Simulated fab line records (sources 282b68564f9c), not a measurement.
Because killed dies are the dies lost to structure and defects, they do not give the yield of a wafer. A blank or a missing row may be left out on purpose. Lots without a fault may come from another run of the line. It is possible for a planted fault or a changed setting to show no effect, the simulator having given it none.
A struck lot beside a sound one | flow rit cmos | 22 steps out of a route of 202
Sound: these wafers, L351.1, L351.4, L351.5. Struck: wafers L363.1, L363.2, L363.5. At the end, the cause is stated.
Order at every step that has rows: each side's tool, ch and its chambers, its first start. Under that, the readings that differ: sound wafers | struck wafers | difference of the means | sigmas: that difference in standard deviations of wafers without a fault.
alike: a reading whose means differ by less than 2 such deviations, as well as words and numbers matching on both sides. not compared: withheld readings; readings where some wafer has no value; bounds like >300 that might hide an equal value; numbers whose values overlap and for which the record gives no deviation.
The two part at a step that has a row with sigmas, a row that says differs or no value, or rows on one side only. Numbers that have no deviation but don't overlap get no sigmas and don't part them. A reading missing from all wafers of one side parts the sides only when that side holds two or more wafers.

first, 2 steps without rows for these wafers: RIT_NSD_HARDBAKE_07 (time 60 s); RIT_NSD_IMPLANT_08.
RIT_NSD_STRIP_09: strips in O2, time 180 s.
  sound on plasma asher-03 ch 0,1, day 4 19:25; struck on plasma asher-02 ch 0,1, day 7 04:41
  alike: drypump motor current A
  not compared: rf hours counter h
RIT_NSD_TW_MEAS_10:
  sound: film metro-04 at day 4 19:35; struck: film metro-03 at day 7 04:51
  alike: NSD_TW
then, 6 steps without rows for these wafers: RIT_PSD_HMDS_00 (prime time 60 s); RIT_PSD_COAT_01 (resist thk 992 nm); RIT_PSD_SOFTBAKE_02 (time 60 s); RIT_PSD_EXPOSE_03 (exposes mask M10, target cd 40900 nm); RIT_PSD_PEB_04; RIT_PSD_DEVELOP_05 (develop time 50 s).
RIT_PSD_OVL_MEAS_06:
  sound: overlay-01 at day 4 20:49; struck: overlay-02 at day 7 05:50
  alike: PSD_OVL
then, 1 step without rows for these wafers: RIT_PSD_HARDBAKE_07 (time 60 s).
RIT_PSD_IMPLANT_08:
  sound on implanter-04 ch 0, day 4 20:59; struck on implanter-01 ch 0, day 7 06:02
RIT_PSD_STRIP_09: strips in O2, time 180 s.
  sound on plasma asher-04 ch 0,1, day 4 21:08; struck on plasma asher-03 ch 0,1, day 7 06:11
  alike: drypump motor current A
  not compared: rf hours counter h
RIT_PSD_TW_MEAS_10:
  sound: film metro-02 at day 4 21:19; struck: film metro-04 at day 7 06:22
  alike: PSD_TW
then, 3 steps without rows for these wafers: RIT_SDANNEAL_CLEAN_00 (cleans in SC1, time 600 s); RIT_SDANNEAL_CLEAN_01 (cleans in dHF, time 30 s); RIT_SDANNEAL_CLEAN_02 (cleans in SC2, time 600 s).
RIT_SDANNEAL_RTA_03: time 5 s.
  sound on rtp anneal-01 ch 0, day 4 21:44; struck on rtp anneal-01 ch 0, day 7 06:47
  alike: wafer_temp_C_max
RIT_SDANNEAL_RS_MEAS_04: a four-point-probe measurement.
  sound: film metro-02 at day 4 21:48; struck: film metro-02 at day 7 06:51
  reading         | sound                | struck               | difference | sigmas
  PSD_RS (ohm/sq) | 115.31 115.20 115.46 | 117.48 117.21 117.76 | +2.16      | +7
RIT_SDANNEAL_RS_MEAS_05: a four-point-probe measurement.
  sound: film metro-02 at day 4 21:55; struck: film metro-02 at day 7 06:58
  reading         | sound             | struck            | difference | sigmas
  NSD_RS (ohm/sq) | 85.06 84.98 84.96 | 84.01 83.88 84.02 | -1.03      | -4
RIT_M1_PROBE_99:
  sound: prober-01 at day 5 05:17; struck: prober-02 at day 7 15:20
  reading                                       | sound                         | struck                     | difference | sigmas
  model.etest.contact pplus.end ohm um          | 45.61 44.6 45.08              | 49.54 51.05 51.43          | +5.58      |
  model.etest.vpnp.gain                         | 1.033 1.052 1.046             | 0.9722 1.001 0.9552        | -0.0675    |
  model.etest.diode pplus nwell.cj ff um2 range | 0.02213 0.03635 0.02094       | 0.04256 0.04934 0.04629    | +0.01959   |
  model.etest.pmos_0p15.vt v range              | 0.008983 0.01015 0.008376     | 0.01655 0.01882 0.01578    | +0.00788   |
  model.etest.pmos_0p15.vt v rim less centre    | -0.005012 -0.002767 -0.005526 | 0.0008701 0.005647 0.00314 | +0.0076540 |
  alike: killed at contacts, killed at front end, killed dies, killed on rim, killed open, killed short
  not compared: model.etest.pmos_0p15.drive ua um range

## WHERE THEY PART
At RIT_SDANNEAL_RS_MEAS_04 first; at RIT_SDANNEAL_RS_MEAS_05 last (within this record only). Later steps at which nothing parts them and some readings are alike: RIT_M1_PROBE_99.

WHY: the cause the simulator had injected
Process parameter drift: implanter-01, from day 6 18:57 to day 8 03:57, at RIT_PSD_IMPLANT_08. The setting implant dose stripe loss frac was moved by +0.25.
